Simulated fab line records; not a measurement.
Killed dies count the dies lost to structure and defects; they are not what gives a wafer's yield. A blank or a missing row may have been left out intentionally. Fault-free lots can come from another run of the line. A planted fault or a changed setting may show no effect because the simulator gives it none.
Struck lot and sound lot, side by side | flow rit_cmos | 43 out of 202 route steps
Sound: wafers L279.1, L279.4, L279.5. Struck: wafers L293.1, L293.3, L293.4. The cause is given at the end.
Each step with rows lists, per side, the tool, then ch with its chambers, then its first start. Under that, the readings that differ: sound wafers | struck wafers | difference of the means | sigmas: that difference in standard deviations of wafers without a fault.
alike: same words and numbers on both sides, and readings whose means sit less than 2 such deviations apart. not compared: any withheld reading, any reading some wafer has no value for, any bound like >300 that may hide the same value, and any number with overlapping values for which the record gives no deviation.
Wherever a step has rows on one side only, a row that says differs or no value, or a row with sigmas, the two part there. Non-overlapping numbers with no deviation appear without sigmas and do not part them. A reading that every wafer of one side lacks parts them only if that side has two wafers or more.

first, 3 steps without rows for these wafers: RIT_REOX_CLEAN_01 (cleans in dHF, time 30 s); RIT_REOX_CLEAN_02 (cleans in SC2, time 600 s); RIT_REOX_OXIDATION_03 (target thk 25.2 nm, ox time 5580 s).
RIT_REOX_THK_MEAS_04:
  sound: film_metro-04 at day 3 12:35; struck: film_metro-04 at day 6 00:18
  alike: REOX_OXIDE_THK
then, 6 steps without rows for these wafers: RIT_NLDD_HMDS_00 (prime time 60 s); RIT_NLDD_COAT_01 (resist thk 1000 nm); RIT_NLDD_SOFTBAKE_02 (time 60 s); RIT_NLDD_EXPOSE_03 (exposes mask M7, target cd 40700 nm); RIT_NLDD_PEB_04; RIT_NLDD_DEVELOP_05 (develop time 50 s).
RIT_NLDD_OVL_MEAS_06:
  sound: overlay-01 at day 3 13:40; struck: overlay-01 at day 6 01:20
  alike: NLDD_OVL
then, 1 step without rows for these wafers: RIT_NLDD_HARDBAKE_07 (time 60 s).
RIT_NLDD_IMPLANT_08:
  sound on implanter-04 ch 0, day 3 14:01; struck on implanter-01 ch 0, day 6 01:31
  reading            | sound                         | struck                        | difference | sigmas
  dose_ions_cm2      | 4.994e+14 5.003e+14 4.999e+14 | 2.103e+14 2.111e+14 2.104e+14 | -2.893e+14 | -99 or more
  faraday_current_uA | 1578 1563 1606                | 672 676 647                   | -917       | -30
  alike: beam_on_s
RIT_NLDD_STRIP_09: strips in O2, time 180 s.
  sound on plasma_asher-04 ch 1, day 3 14:10; struck on plasma_asher-02 ch 0,1, day 6 01:40
  alike: drypump_motor_current_A
  not compared: rf_hours_counter_h
RIT_NLDD_TW_MEAS_10:
  sound: film_metro-04 at day 3 14:20; struck: film_metro-04 at day 6 02:04
  reading | sound          | struck         | difference | sigmas
  NLDD_TW | 2518 2513 2514 | 1956 1958 1967 | -555       | -33
  not compared: hold
then, 5 steps without rows for these wafers: RIT_PLDD_COAT_01 (resist thk 1000 nm); RIT_PLDD_SOFTBAKE_02 (time 60 s); RIT_PLDD_EXPOSE_03 (exposes mask M8, target cd 40900 nm); RIT_PLDD_PEB_04; RIT_PLDD_DEVELOP_05 (develop time 50 s).
RIT_PLDD_OVL_MEAS_06:
  sound: overlay-02 at day 3 15:22; struck: overlay-01 at day 6 06:39
  alike: PLDD_OVL
then, 2 steps without rows for these wafers: RIT_PLDD_HARDBAKE_07 (time 60 s); RIT_PLDD_IMPLANT_08.
RIT_PLDD_STRIP_09: strips in O2, time 180 s.
  sound on plasma_asher-01 ch 0,1, day 3 15:43; struck on plasma_asher-03 ch 0,1, day 6 07:04
  alike: drypump_motor_current_A
  not compared: rf_hours_counter_h
RIT_PLDD_TW_MEAS_10:
  sound: film_metro-01 at day 3 15:53; struck: film_metro-04 at day 6 07:14
  alike: PLDD_TW
then, 4 steps without rows for these wafers: RIT_SPACER_CLEAN_00 (cleans in SC1, time 600 s); RIT_SPACER_CLEAN_01 (cleans in dHF, time 30 s); RIT_SPACER_CLEAN_02 (cleans in SC2, time 600 s); RIT_SPACER_CVD_03 (deposits Si3N4 from SiH2Cl2/NH3, target thk 250 nm, time 3300 s).
RIT_SPACER_THK_MEAS_04:
  sound: film_metro-04 at day 3 19:11; struck: film_metro-02 at day 6 10:03
  alike: SPACER_NITRIDE_THK
RIT_SPACER_ETCHBACK_05: etches Si3N4 in SF6/CHF3, stops on SiO2, target depth 250 nm, time 240 s.
  sound on rie_diel-04 ch 0,1,2, day 3 19:14; struck on rie_diel-04 ch 0,2,3, day 6 10:07
  alike: CHF3_flow_sccm, drypump_motor_current_A, oes_product_au, throttle_valve_pct
  not compared: rf_hours_counter_h
then, 6 steps without rows for these wafers: RIT_NSD_HMDS_00 (prime time 60 s); RIT_NSD_COAT_01 (resist thk 1000 nm); RIT_NSD_SOFTBAKE_02 (time 60 s); RIT_NSD_EXPOSE_03 (exposes mask M9, target cd 40700 nm); RIT_NSD_PEB_04; RIT_NSD_DEVELOP_05 (develop time 50 s).
RIT_NSD_OVL_MEAS_06:
  sound: overlay-02 at day 3 20:14; struck: overlay-01 at day 6 11:23
  alike: NSD_OVL
then, 2 steps without rows for these wafers: RIT_NSD_HARDBAKE_07 (time 60 s); RIT_NSD_IMPLANT_08.
RIT_NSD_STRIP_09: strips in O2, time 180 s.
  sound on plasma_asher-02 ch 0,1, day 3 20:35; struck on plasma_asher-02 ch 0,1, day 6 11:46
  alike: drypump_motor_current_A
  not compared: rf_hours_counter_h
RIT_SDANNEAL_RS_MEAS_07: measures by four-point-probe.
  sound: film_metro-04 at day 3 23:11; struck: film_metro-04 at day 6 15:20
  reading          | sound             | struck            | difference | sigmas
  NLDD_RS (ohm/sq) | 151.7 150.9 151.5 | 293.6 295.1 295.0 | +143.2     | +99 or more
  not compared: hold
RIT_M1_PROBE_99:
  the record has rows for the sound wafers here (prober-02, day 4 07:28) and none for the struck ones

## WHERE THEY PART
At RIT_NLDD_IMPLANT_08 first; at RIT_M1_PROBE_99 last (within this record only).

WHY: what had been put in by the simulator
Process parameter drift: implanter-01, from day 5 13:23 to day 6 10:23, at RIT_NLDD_IMPLANT_08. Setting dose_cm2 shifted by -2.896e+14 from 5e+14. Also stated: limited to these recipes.
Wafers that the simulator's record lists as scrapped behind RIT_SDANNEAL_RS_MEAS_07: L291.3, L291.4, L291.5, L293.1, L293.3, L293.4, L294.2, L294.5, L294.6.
